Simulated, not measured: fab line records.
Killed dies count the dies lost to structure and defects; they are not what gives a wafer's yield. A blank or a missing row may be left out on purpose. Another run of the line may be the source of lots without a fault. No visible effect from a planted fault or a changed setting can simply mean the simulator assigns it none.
fab line records	flow ritCmos
record lots=6	wafers=18	lastDay=7
route steps=202 shown CONTACT@172 M1@184
lots that met no fault: from a run of the same line without faults
startH: start of the lot's first displayed wafer, in hours after the record's first day	waitH: hours from the lot's prior step to this one	" as in the row above	L1.1+2: a row that stands for several wafers	- no value, or no start given	* or withheld: withheld	< > ~ a bound
route shown NAME@n: names a module that has steps shown in the file, with the first one's number in the route	usual: mean/standard deviation of fault-free wafers	same: alike in all rows	chamber/n: place in a boat	sites: readings site by site	_std_site: how widely they spread, as a standard deviation	_edge_site: outer sites' mean less inner sites'	radiusMm: for every site, how far away it sits from the centre of the wafer	mask NAME#n: copy n	behind: the last tool/chamber to shape the wafer	hold: cause of the lot's hold/its duration in hours/its outcome	device: the n, p or np transistor that did not switch	end of line: the same wafers' tests at the end of the route	a step without rows: its recipe alone	killed: count of dies lost to structure and defects at first sort (not the wafer's yield)	map: shows each die of a wafer: x if killed, . if not, _ if none is there
set.NAME: the setting as run; set.NAME@STEP: as run at that earlier step	model.NAME: the simulator's own value behind a step, which no gauge read
lots seen at some steps along the route; tables by step, rows by wafer
services: a tool's chamber out of use, with start hour (startH, from the record's first day; less than 0 if before it), hours out, and reason
## steps
# step RIT_CONTACT_SOFTBAKE_04
# recipe resist=NOVOLAK	tempC=90	timeS=60
# step RIT_CONTACT_EXPOSE_05
# recipe maskId=M11	na=0.6	sourceShape=conventional	sigmaOuter=0.5	targetCdNm=1000	doseMj=255
# step RIT_CONTACT_PEB_06
# recipe resist=NOVOLAK	tempC=withheld	timeS=withheld
# step RIT_CONTACT_DEVELOP_07
# recipe resist=NOVOLAK	developTimeS=120	devTempC=23
# step RIT_CONTACT_CD_MEAS_08
# recipe targetCdNm=1000
# usual cdNm=998.9/2
lot.wafer	tool	chamber	startH	waitH	cdNm
L252.3	cdSem-02	-	58.38	-	997.8
L252.4	"	-	"	"	999.7
L252.5	"	-	"	"	996.6
L256.1	cdSem-02	-	82.41	-	997.4
L256.3	"	-	"	"	999.4
L256.6	"	-	"	"	997.7
L266.1	cdSem-02	-	131.96	-	997.9
L266.2	"	-	"	"	997.5
L266.3	"	-	"	"	1000.2
L267.2	cdSem-01	-	136.90	-	996.6
L267.5	"	-	"	"	997.4
L267.6	"	-	"	"	997.2
L271.2	cdSem-01	-	155.55	-	996.4
L271.4	"	-	"	"	996.6
L271.6	"	-	"	"	996.9
L273.1	cdSem-02	-	167.38	-	998.0
L273.4	"	-	"	"	999.1
L273.5	"	-	"	"	1001.8
# step RIT_CONTACT_OVL_MEAS_09
# usual CONTACT_OVL=0.5/1.8
lot.wafer	tool	chamber	startH	waitH	CONTACT_OVL[nm]
L252.3	overlay-01	-	58.47	0.1	2.1
L252.4	"	-	"	"	2.2
L252.5	"	-	"	"	2.3
L256.1	overlay-02	-	82.53	0.1	-1.5
L256.3	"	-	"	"	-0.2
L256.6	"	-	"	"	0.7
L266.1	overlay-02	-	132.08	0.1	1.2
L266.2	"	-	"	"	1.2
L266.3	"	-	"	"	-0.5
L267.2	overlay-01	-	137.01	0.1	2.7
L267.5	"	-	"	"	1.9
L267.6	"	-	"	"	1.9
L271.2	overlay-02	-	155.65	0.1	-0.8
L271.4	"	-	"	"	-0.8
L271.6	"	-	"	"	-0.3
L273.1	overlay-01	-	167.50	0.1	1.1
L273.4	"	-	"	"	2.3
L273.5	"	-	"	"	2.3
# step RIT_CONTACT_HARDBAKE_10
# recipe resist=NOVOLAK	tempC=140	timeS=60
# step RIT_CONTACT_ETCH_11
# recipe targetDepthA=4800	overEtchFrac=0.2	stopOn=TiSi2	chemistry=CHF3/CF4/Ar	target=SiO2	CHF3_flow_sccm=50	cf4FlowSccm=10	Ar_flow_sccm=100	O2_flow_sccm=5	pressureMtorr=100	rfW=200	timeS=320
# usual drypumpMotorCurrentA=5.8/0.45	oesProductAu=0.987/0.017	rfFwdPowerW=199.6/0.64	throttleValvePct=8.91/0.1
lot.wafer	tool	chamber	startH	waitH	drypumpMotorCurrentA	oesProductAu	rfFwdPowerW	rfHoursCounterH	throttleValvePct
L252.3	rieDiel-01	0	58.65	0.1	6.5	0.986	199.7	1	8.96
L252.4	"	1	"	"	5.7	0.977	199.9	65	8.96
L252.5	"	2	"	"	5.8	1.010	199.3	-	9.01
L256.1	rieDiel-01	1	82.72	0.1	5.7	0.973	199.2	66	8.98
L256.3	"	2	"	"	5.8	1.002	199.6	6	9.00
L256.6	"	3	"	"	5.9	0.961	201.2	-	8.83
L266.1	rieDiel-02	1	132.27	0.1	5.9	0.960	199.7	8	8.93
L266.2	"	2	"	"	4.8	0.971	200.0	77	8.96
L266.3	"	0	"	"	6.2	1.006	199.4	142	9.09
L267.2	rieDiel-02	2	137.34	0.1	4.8	0.978	199.7	77	8.93
L267.5	"	3	"	"	6.2	0.988	199.9	-	8.67
L267.6	"	0	"	"	6.2	0.999	199.2	-	9.09
L271.2	rieDiel-03	1	155.88	0.1	6.1	1.018	199.9	131	8.90
L271.4	"	3	"	"	6.4	0.978	199.3	1	8.75
L271.6	"	3	"	"	6.4	0.977	199.3	-	8.76
L273.1	rieDiel-01	3	167.69	0.1	5.9	0.961	200.7	10	8.85
L273.4	"	0	"	"	6.5	0.980	200.1	2	8.96
L273.5	"	3	"	"	5.9	0.960	200.5	-	8.83
# step RIT_CONTACT_STRIP_12
# recipe chemistry=O2	timeS=180	resist=NOVOLAK	platenTempC=withheld	powerW=500	pressureMtorr=4000	o2FlowSccm=4000
# usual drypumpMotorCurrentA=5.8/0.33
lot.wafer	tool	chamber	startH	waitH	drypumpMotorCurrentA	rfHoursCounterH
L252.3	plasmaAsher-04	1	58.90	0.2	5.6	-
L252.4	"	0	"	"	6.0	-
L252.5	"	1	"	"	5.6	-
L256.1	plasmaAsher-01	0	82.91	0.1	5.2	45
L256.3	"	1	"	"	6.0	-
L256.6	"	1	"	"	6.0	-
L266.1	plasmaAsher-03	1	132.46	0.1	6.2	2
L266.2	"	0	"	"	5.9	2
L266.3	"	0	"	"	5.9	-
L267.2	plasmaAsher-01	1	137.54	0.1	6.0	51
L267.5	"	0	"	"	5.2	-
L267.6	"	1	"	"	6.0	-
L271.2	plasmaAsher-01	1	156.07	0.1	6.0	53
L271.4	"	1	"	"	6.0	-
L271.6	"	0	"	"	5.2	-
L273.1	plasmaAsher-01	1	167.88	0.1	6.0	54
L273.4	"	1	"	"	6.0	-
L273.5	"	1	"	"	6.0	-
# step RIT_CONTACT_CD_MEAS_90
# recipe targetCdNm=1000
# usual cdNm=999.0/2.1
lot.wafer	tool	chamber	startH	waitH	cdNm
L252.3	cdSem-01	-	59.05	0.1	998.5
L252.4	"	-	"	"	999.0
L252.5	"	-	"	"	996.7
L256.1	cdSem-01	-	83.09	0.1	997.3
L256.3	"	-	"	"	999.1
L256.6	"	-	"	"	997.8
L266.1	cdSem-01	-	132.64	0.1	997.3
L266.2	"	-	"	"	997.4
L266.3	"	-	"	"	1000.3
L267.2	cdSem-02	-	137.73	0.1	996.2
L267.5	"	-	"	"	997.1
L267.6	"	-	"	"	997.4
L271.2	cdSem-02	-	156.27	0.1	996.4
L271.4	"	-	"	"	996.5
L271.6	"	-	"	"	997.1
L273.1	cdSem-01	-	168.06	0.1	998.0
L273.4	"	-	"	"	999.6
L273.5	"	-	"	"	1001.7
# step RIT_CONTACT_CLEAN_13
# recipe chemistry=SC1	mix=3:3:50	timeS=600	tempC=75
# step RIT_CONTACT_CLEAN_14
# recipe chemistry=SC2	mix=3:3:50	timeS=600	tempC=75	dry=n2Spin
# step RIT_M1_SPUTTER_00
# recipe material=Al	targetThkNm=400	powerW=2000	chamberPressurePa=0.4	gas=Ar	timeS=500	substrateTempC=25
# usual throttleValvePct=30.3/1.3
lot.wafer	tool	chamber	startH	waitH	throttleValvePct
L252.3	pvdSputter-03	-	59.48	0.0	27.9
L252.4	"	-	"	"	30.6
L252.5	"	-	"	"	28.2
L256.1	pvdSputter-03	-	83.59	0.0	30.5
L256.3	"	-	"	"	28.1
L256.6	"	-	"	"	28.9
L266.1	pvdSputter-03	-	133.11	0.0	30.7
L266.2	"	-	"	"	28.8
L266.3	"	-	"	"	30.7
L267.2	pvdSputter-03	-	138.18	0.0	30.4
L267.5	"	-	"	"	29.0
L267.6	"	-	"	"	28.1
L271.2	pvdSputter-04	-	156.89	0.0	30.0
L271.4	"	-	"	"	32.9
L271.6	"	-	"	"	32.8
L273.1	pvdSputter-04	-	168.53	0.0	30.0
L273.4	"	-	"	"	30.5
L273.5	"	-	"	"	33.0
# step RIT_M1_RS_MEAS_01
# recipe thkMeasGauge=four-point-probe	reads=Al_of_M1_SPUTTER_00
# usual M1_AL_RS=0.0734/0.00082
lot.wafer	tool	chamber	startH	waitH	M1_AL_RS[ohm/sq]
L252.3	filmMetro-04	-	59.82	0.2	0.0738
L252.4	"	-	"	"	0.0727
L252.5	"	-	"	"	0.0738
L256.1	filmMetro-02	-	83.89	0.1	0.0724
L256.3	"	-	"	"	0.0732
L256.6	"	-	"	"	0.0724
L266.1	filmMetro-04	-	133.40	0.1	0.0732
L266.2	"	-	"	"	0.0727
L266.3	"	-	"	"	0.0740
L267.2	filmMetro-01	-	138.50	0.2	0.0736
L267.5	"	-	"	"	0.0742
L267.6	"	-	"	"	0.0739
L271.2	filmMetro-01	-	157.21	0.2	0.0728
L271.4	"	-	"	"	0.0725
L271.6	"	-	"	"	0.0726
L273.1	filmMetro-01	-	168.82	0.1	0.0725
L273.4	"	-	"	"	0.0728
L273.5	"	-	"	"	0.0725
# step RIT_M1_THK_MEAS_02
# recipe thkMeasGauge=xrf	reads=Al_of_M1_SPUTTER_00
# usual M1_AL_THK=398/5.1
lot.wafer	tool	chamber	startH	waitH	M1_AL_THK[nm]
L252.3	filmMetro-04	-	59.92	0.1	399
L252.4	"	-	"	"	408
L252.5	"	-	"	"	402
L256.1	filmMetro-02	-	84.01	0.1	409
L256.3	"	-	"	"	401
L256.6	"	-	"	"	405
L266.1	filmMetro-04	-	133.52	0.1	401
L266.2	"	-	"	"	405
L266.3	"	-	"	"	397
L267.2	filmMetro-01	-	138.61	0.1	395
L267.5	"	-	"	"	393
L267.6	"	-	"	"	394
L271.2	filmMetro-01	-	157.32	0.1	399
L271.4	"	-	"	"	399
L271.6	"	-	"	"	400
L273.1	filmMetro-01	-	168.94	0.1	401
L273.4	"	-	"	"	398
L273.5	"	-	"	"	399
# step RIT_M1_HMDS_03
# recipe primeTimeS=60	primeTempC=140
# step RIT_M1_COAT_04
# recipe resist=NOVOLAK	spinRpm=2000	resistThkNm=1286
# step RIT_M1_SOFTBAKE_05
# recipe resist=NOVOLAK	tempC=90	timeS=60
# step RIT_M1_EXPOSE_06
# recipe maskId=M12	na=0.6	sourceShape=conventional	sigmaOuter=0.5	targetCdNm=2600	doseMj=250
# step RIT_M1_PEB_07
# recipe resist=NOVOLAK	tempC=withheld	timeS=withheld
# step RIT_M1_DEVELOP_08
# recipe resist=NOVOLAK	developTimeS=68	devTempC=23
# step RIT_M1_CD_MEAS_09
# recipe targetCdNm=2600
# usual cdNm=2600.3/2.6
lot.wafer	tool	chamber	startH	waitH	cdNm
L252.3	cdSem-02	-	61.00	-	2600.4
L252.4	"	-	"	"	2599.6
L252.5	"	-	"	"	2598.5
L256.1	cdSem-02	-	85.07	-	2600.2
L256.3	"	-	"	"	2598.2
L256.6	"	-	"	"	2598.0
L266.1	cdSem-02	-	134.59	-	2600.8
L266.2	"	-	"	"	2601.1
L266.3	"	-	"	"	2600.3
L267.2	cdSem-02	-	139.56	-	2601.3
L267.5	"	-	"	"	2600.3
L267.6	"	-	"	"	2597.8
L271.2	cdSem-02	-	158.39	-	2603.9
L271.4	"	-	"	"	2604.0
L271.6	"	-	"	"	2605.2
L273.1	cdSem-01	-	170.01	-	2597.6
L273.4	"	-	"	"	2597.2
L273.5	"	-	"	"	2596.3
# step RIT_M1_OVL_MEAS_10
# usual M1_OVL=-0.8/1.6
lot.wafer	tool	chamber	startH	waitH	M1_OVL[nm]
L252.3	overlay-02	-	61.10	0.1	-3.5
L252.4	"	-	"	"	-2.7
L252.5	"	-	"	"	-4.0
L256.1	overlay-02	-	85.19	0.1	-0.5
L256.3	"	-	"	"	-1.2
L256.6	"	-	"	"	-1.6
L266.1	overlay-02	-	134.71	0.1	-1.9
L266.2	"	-	"	"	-1.5
L266.3	"	-	"	"	0.2
L267.2	overlay-01	-	139.66	0.1	-0.5
L267.5	"	-	"	"	-0.5
L267.6	"	-	"	"	-1.6
L271.2	overlay-01	-	158.50	0.1	-0.4
L271.4	"	-	"	"	0.4
L271.6	"	-	"	"	0.3
L273.1	overlay-01	-	170.13	0.1	-1.0
L273.4	"	-	"	"	-0.9
L273.5	"	-	"	"	-0.9
# step RIT_M1_HARDBAKE_11
# recipe resist=NOVOLAK	tempC=140	timeS=120
# step RIT_M1_METAL_ETCH_12
# recipe stopOn=SiO2	chemistry=Cl2/BCl3	target=Al	timeS=165	overEtchFrac=0.5	pressureMtorr=100	targetDepthA=6000	rfW=250	Cl2_flow_sccm=60	bcl3FlowSccm=50
# usual drypumpMotorCurrentA=5.49/0.28	oesProductAu=0.780/0.012	rfFwdPowerW=249.0/0.77	throttleValvePct=8.35/0.097
lot.wafer	tool	chamber	startH	waitH	drypumpMotorCurrentA	oesProductAu	rfFwdPowerW	rfHoursCounterH	throttleValvePct
L252.3	rieMetal-01	1	61.42	0.2	5.40	0.771	248.5	-	8.18
L252.4	"	0	"	"	5.02	0.779	250.1	-	8.30
L252.5	"	0	"	"	5.01	0.774	249.2	-	8.30
L256.1	rieMetal-03	1	85.48	0.2	5.76	0.783	248.8	0.9	8.37
L256.3	"	1	"	"	5.76	0.786	249.0	-	8.37
L256.6	"	0	"	"	5.75	0.811	248.0	-	8.31
L266.1	rieMetal-04	1	134.99	0.2	5.74	0.760	248.5	4.7	8.41
L266.2	"	0	"	"	5.29	0.775	248.9	4.7	8.48
L266.3	"	0	"	"	5.26	0.781	249.1	-	8.48
L267.2	rieMetal-01	0	139.94	0.2	4.99	0.774	249.1	3.1	8.30
L267.5	"	0	"	"	5.01	0.770	248.7	-	8.31
L267.6	"	1	"	"	5.41	0.783	247.9	-	8.18
L271.2	rieMetal-03	1	158.78	0.2	5.71	0.782	248.9	1.8	8.37
L271.4	"	0	"	"	5.75	0.805	248.5	-	8.30
L271.6	"	1	"	"	5.71	0.792	249.0	-	8.37
L273.1	rieMetal-01	0	170.41	0.2	5.00	0.782	247.7	3.4	8.29
L273.4	"	0	"	"	4.98	0.779	250.3	-	8.30
L273.5	"	1	"	"	5.41	0.784	247.6	-	8.19
# step RIT_M1_STRIP_13
# recipe chemistry=nmp	resist=NOVOLAK	tempC=80	timeS=600	dry=n2Spin
# step RIT_M1_STRIP_14
# recipe chemistry=O2	timeS=180	platenTempC=withheld	powerW=500	pressureMtorr=4000	o2FlowSccm=4000
# usual drypumpMotorCurrentA=5.67/0.28
lot.wafer	tool	chamber	startH	waitH	drypumpMotorCurrentA	rfHoursCounterH
L252.3	plasmaAsher-02	0	61.77	0.1	5.79	-
L252.4	"	1	"	"	5.36	-
L252.5	"	1	"	"	5.38	-
L256.1	plasmaAsher-02	0	85.85	0.0	5.80	31
L256.3	"	0	"	"	5.81	-
L256.6	"	1	"	"	5.38	-
L266.1	plasmaAsher-04	0	135.33	0.0	5.99	46
L266.2	"	1	"	"	5.57	46
L266.3	"	1	"	"	5.54	-
L267.2	plasmaAsher-02	0	140.30	0.0	5.80	37
L267.5	"	1	"	"	5.38	-
L267.6	"	0	"	"	5.81	-
L271.2	plasmaAsher-02	1	159.11	0.0	5.41	39
L271.4	"	0	"	"	5.80	-
L271.6	"	0	"	"	5.78	-
L273.1	plasmaAsher-04	1	170.77	0.0	5.55	50
L273.4	"	1	"	"	5.52	-
L273.5	"	0	"	"	5.98	-
# step RIT_M1_CD_MEAS_90
# recipe targetCdNm=2600
# usual cdNm=2601/3.1
lot.wafer	tool	chamber	startH	waitH	cdNm
L252.3	cdSem-01	-	61.92	0.1	2604
L252.4	"	-	"	"	2600
L252.5	"	-	"	"	2600
L256.1	cdSem-01	-	86.02	0.1	2603
L256.3	"	-	"	"	2602
L256.6	"	-	"	"	2596
L266.1	cdSem-01	-	135.50	0.1	2602
L266.2	"	-	"	"	2602
L266.3	"	-	"	"	2601
L267.2	cdSem-02	-	140.49	0.1	2602
L267.5	"	-	"	"	2599
L267.6	"	-	"	"	2598
L271.2	cdSem-01	-	159.31	0.1	2607
L271.4	"	-	"	"	2604
L271.6	"	-	"	"	2608
L273.1	cdSem-02	-	170.94	0.1	2596
L273.4	"	-	"	"	2596
L273.5	"	-	"	"	2597
# step RIT_M1_ANNEAL_15
# recipe tempC=450	timeS=1800	ambient=forming_gas_H2N2
# step RIT_M1_BOW_MEAS_16
# recipe mode=bow
# usual M1_BOW=17/6.5
lot.wafer	tool	chamber	startH	waitH	M1_BOW[um]
L252.3	filmMetro-02	-	63.54	0.0	14
L252.4	"	-	"	"	13
L252.5	"	-	"	"	21
L256.1	filmMetro-01	-	87.64	0.0	13
L256.3	"	-	"	"	21
L256.6	"	-	"	"	30
L266.1	filmMetro-04	-	137.12	0.0	10
L266.2	"	-	"	"	9
L266.3	"	-	"	"	12
L267.2	filmMetro-01	-	142.11	0.0	8
L267.5	"	-	"	"	12
L267.6	"	-	"	"	14
L271.2	filmMetro-04	-	160.93	0.0	24
L271.4	"	-	"	"	7
L271.6	"	-	"	"	22
L273.1	filmMetro-01	-	172.56	0.0	11
L273.4	"	-	"	"	30
L273.5	"	-	"	"	24
# step RIT_M1_PROBE_99
# usual defectLimitedYield=97.1/1.2	killed_at_M0_to_M3=0.0/0.12	killedAtContacts=0.0/0.22	killedAtFrontEnd=7/3.2	killedDies=8/3.2	killedOpen=3.7/2.1	killedShort=3.8/2.2	sort_bin_3_pad_short=0.1/0.24	sort_bin_5_function=1.7/0.87	sort_bin_6_memory=1.0/0.64	sortNPass=256/3.2	sortYieldPct=97.1/1.2
# same grossDies=264	killed_at_M4_up=0	killedAtBackSide=0	killedAtOther=0
lot.wafer	tool	chamber	startH	waitH	defectLimitedYield[%]	killed_at_M0_to_M3	killedAtContacts	killedAtFrontEnd	killedDies	killedOpen	killedShort	sort_bin_3_pad_short[%]	sort_bin_5_function[%]	sort_bin_6_memory[%]	sortNPass	sortYieldPct[%]	model.etest.tester.sortNPass	model.etest.tester.sortYieldPct	model.etest.tester.sort_bin_5_pct	model.etest.tester.sort_bin_6_pct	model.etest.tester.sort_bin_3_pct
L252.3	prober-02	-	63.72	0.2	95.5	0	0	12	12	6	6	0	3.0	1.5	252	95.5	252	95.45	3.03	1.515	0
L252.4	prober-02	-	63.77	0.2	94.3	0	0	15	15	11	4	0	3.8	1.9	249	94.3	249	94.32	3.788	1.894	0
L252.5	prober-02	-	63.82	0.2	97.0	0	0	8	8	5	3	0.4	1.5	1.1	256	97.0	256	96.97	1.515	1.136	0.3788
L256.1	prober-02	-	87.76	0.1	97.7	0	0	6	6	1	5	0	1.5	0.8	258	97.7	258	97.73	1.515	0.7576	0
L256.3	prober-02	-	87.86	0.2	97.3	0	0	7	7	4	3	0.4	0.8	1.5	257	97.3	257	97.35	0.7576	1.515	0.3788
L256.6	prober-02	-	88.01	0.2	97.3	0	0	7	7	4	3	0	1.5	1.1	257	97.3	257	97.35	1.515	1.136	0
L266.1	prober-02	-	137.24	0.1	88.3	24	0	7	31	3	4	2.3	7.6	1.9	233	88.3	233	88.26	7.576	1.894	2.273
L266.2	prober-02	-	137.29	0.1	96.2	0	1	9	10	6	4	0.4	1.9	1.5	254	96.2	254	96.21	1.894	1.515	0.3788
L266.3	prober-02	-	137.34	0.2	98.1	0	0	5	5	2	3	0	0.8	1.1	259	98.1	259	98.11	0.7576	1.136	0
L267.2	prober-01	-	142.26	0.1	88.6	22	0	8	30	5	3	0.8	6.1	4.5	234	88.6	234	88.64	6.061	4.545	0.7576
L267.5	prober-01	-	142.41	0.2	95.8	0	0	11	11	6	5	0	2.3	1.9	253	95.8	253	95.83	2.273	1.894	0
L267.6	prober-01	-	142.46	0.2	96.6	0	0	9	9	6	3	0	2.7	0.8	255	96.6	255	96.59	2.652	0.7576	0
L271.2	prober-01	-	161.08	0.1	98.9	0	0	3	3	2	1	0	0.8	0.4	261	98.9	261	98.86	0.7576	0.3788	0
L271.4	prober-01	-	161.18	0.2	99.2	0	1	1	2	2	0	0	0.8	0	262	99.2	262	99.24	0.7576	0	0
L271.6	prober-01	-	161.28	0.2	98.9	0	0	3	3	1	2	0	0.8	0.4	261	98.9	261	98.86	0.7576	0.3788	0
L273.1	prober-01	-	172.68	0.1	96.2	0	0	10	10	4	6	0.8	1.9	1.1	254	96.2	254	96.21	1.894	1.136	0.7576
L273.4	prober-01	-	172.83	0.2	97.0	0	0	8	8	6	2	0	1.9	1.1	256	97.0	256	96.97	1.894	1.136	0
L273.5	prober-01	-	172.88	0.2	96.6	0	0	9	9	8	1	0	1.9	1.5	255	96.6	255	96.59	1.894	1.515	0
# killed by level:class
L252.3 GATE:geometricParticle:open=4 GATE:geometricParticle:short=3 REOX:geometricParticle:open=2 REOX:geometricParticle:short=2 SPACER:geometricParticle:short=1
L252.4 GATE:geometricParticle:open=7 REOX:geometricParticle:open=3 GATE:geometricParticle:short=2 FOX1:geometricParticle:short=1 FOX2:geometricParticle:open=1 SPACER:geometricParticle:short=1
L252.5 GATE:geometricParticle:open=2 FOX1:geometricParticle:open=1 FOX1:geometricParticle:short=1 GATE:geometricParticle:short=1 REOX:geometricParticle:open=1 SPACER:geometricParticle:open=1 SPACER:geometricParticle:short=1
L256.1 GATE:geometricParticle:short=3 SPACER:geometricParticle:short=2 GATE:geometricParticle:open=1
L256.3 SPACER:geometricParticle:short=2 SILICIDE:geometricParticle:open=2 GATE:geometricParticle:short=1 GATE:geometricParticle:open=1 SPACER:geometricParticle:open=1
L256.6 GATE:geometricParticle:open=2 GATE:geometricParticle:short=2 SPACER:geometricParticle:open=2 SPACER:geometricParticle:short=1
L266.1 M1:unspecified=24 GATE:geometricParticle:short=3 GATE:geometricParticle:open=2 FOX1:geometricParticle:open=1 SPACER:geometricParticle:short=1
L266.2 GATE:geometricParticle:open=2 REOX:geometricParticle:short=2 GATE:geometricParticle:short=1 REOX:geometricParticle:open=1 SPACER:geometricParticle:short=1 SPACER:geometricParticle:open=1 SILICIDE:geometricParticle:open=1 CONTACT:geometricParticle:open=1
L266.3 GATE:geometricParticle:short=2 GATE:geometricParticle:open=2 REOX:geometricParticle:short=1
L267.2 M1:unspecified=22 GATE:geometricParticle:open=3 GATE:geometricParticle:short=2 FOX2:geometricParticle:open=1 SPACER:geometricParticle:short=1 SILICIDE:geometricParticle:open=1
L267.5 FOX2:geometricParticle:short=3 SPACER:geometricParticle:open=3 SPACER:geometricParticle:short=2 SILICIDE:geometricParticle:open=2 GATE:geometricParticle:open=1
L267.6 GATE:geometricParticle:open=5 REOX:geometricParticle:short=2 GATE:geometricParticle:short=1 SPACER:geometricParticle:open=1
L271.2 FOX1:geometricParticle:open=1 GATE:geometricParticle:open=1 SILICIDE:geometricParticle:short=1
L271.4 FOX1:geometricParticle:open=1 CONTACT:geometricParticle:open=1
L271.6 SILICIDE:geometricParticle:short=2 FOX1:geometricParticle:open=1
L273.1 GATE:geometricParticle:open=3 SPACER:geometricParticle:short=3 FOX2:geometricParticle:short=1 GATE:geometricParticle:short=1 SPACER:geometricParticle:open=1 SILICIDE:geometricParticle:short=1
L273.4 FOX2:geometricParticle:open=2 GATE:geometricParticle:short=2 REOX:geometricParticle:open=2 FOX1:geometricParticle:open=1 SPACER:geometricParticle:open=1
L273.5 GATE:geometricParticle:open=4 SILICIDE:geometricParticle:open=2 FOX1:geometricParticle:open=1 GATE:geometricParticle:short=1 SPACER:geometricParticle:open=1
# map L266.1 (x killed, . not)
________......._______
_____.............____
____...............___
___...x.......x.....__
__..x......x.....x..._
__..................._
_...........xxxx......
_...........xxxx......
_.........xxxxx.x.....
_.........xxxxxx.x....
__.......x..xx......._
__..................._
___.................__
____..............x___
_____............x____
________......._______
# map L267.2 (x killed, . not)
________......._______
_____.............____
____...............___
___.x........x.xx...__
__...............x..._
__..................._
_...........x.x..x....
_.........x.xxxx.x....
_..........xxxxx......
_......x..xxxxxx......
__.........xx........_
__...........x......._
___..........x......__
____...............___
_____.............____
________......._______
## services
tool	chamber	startH	hours	kind
rieMetal-01	-	36.33	1.4	pm
rieDiel-03	1	43.01	3.8	repair
rieDiel-02	0	51.08	6.5	repair
rieDiel-02	1	51.39	4.6	repair
plasmaAsher-01	-	54.90	3.0	repair
rieMetal-04	1	71.45	3.3	repair
rieDiel-03	3	71.69	-	clean
rieDiel-03	3	71.69	32.0	scheduledDown
rieDiel-03	3	71.69	32.0	ventCycle
plasmaAsher-04	-	89.88	0.5	repair
plasmaAsher-03	-	108.75	9.0	pm
plasmaAsher-03	0	108.75	9.0	ventCycle
plasmaAsher-03	1	108.75	9.0	ventCycle
rieDiel-01	0	112.22	31.6	repair
plasmaAsher-03	0	117.75	-	clean
plasmaAsher-03	1	117.75	-	clean
rieDiel-01	-	129.58	0.1	repair
plasmaAsher-02	-	132.94	4.4	repair
rieDiel-01	0	163.25	3.3	repair
plasmaAsher-02	-	165.77	2.1	repair
## key
firstSign step=RIT_M1_PROBE_99	reading=killed_at_M0_to_M3	direction=up	sigmas=23	usual=0.0	struck=23
effect step=RIT_M1_PROBE_99	reading=defectLimitedYield	direction=down	sigmas=7.2	usual=97.1	struck=88.4
modelEffect step=RIT_M1_PROBE_99	value=etest.tester.sortNPass	without=255.5	struck=233.5
metAt RIT_M1_SPUTTER_00
struckWafers L266.1,L267.2
onsetBetween 83.59 133.11
fault kind=chamberParticleSource	tool=pvdSputter-03	chamber=-	onsetH=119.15	steps=RIT_M1_SPUTTER_00	ratePerVisitCm2=0.4316	endH=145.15	scope=struckWafersOnly
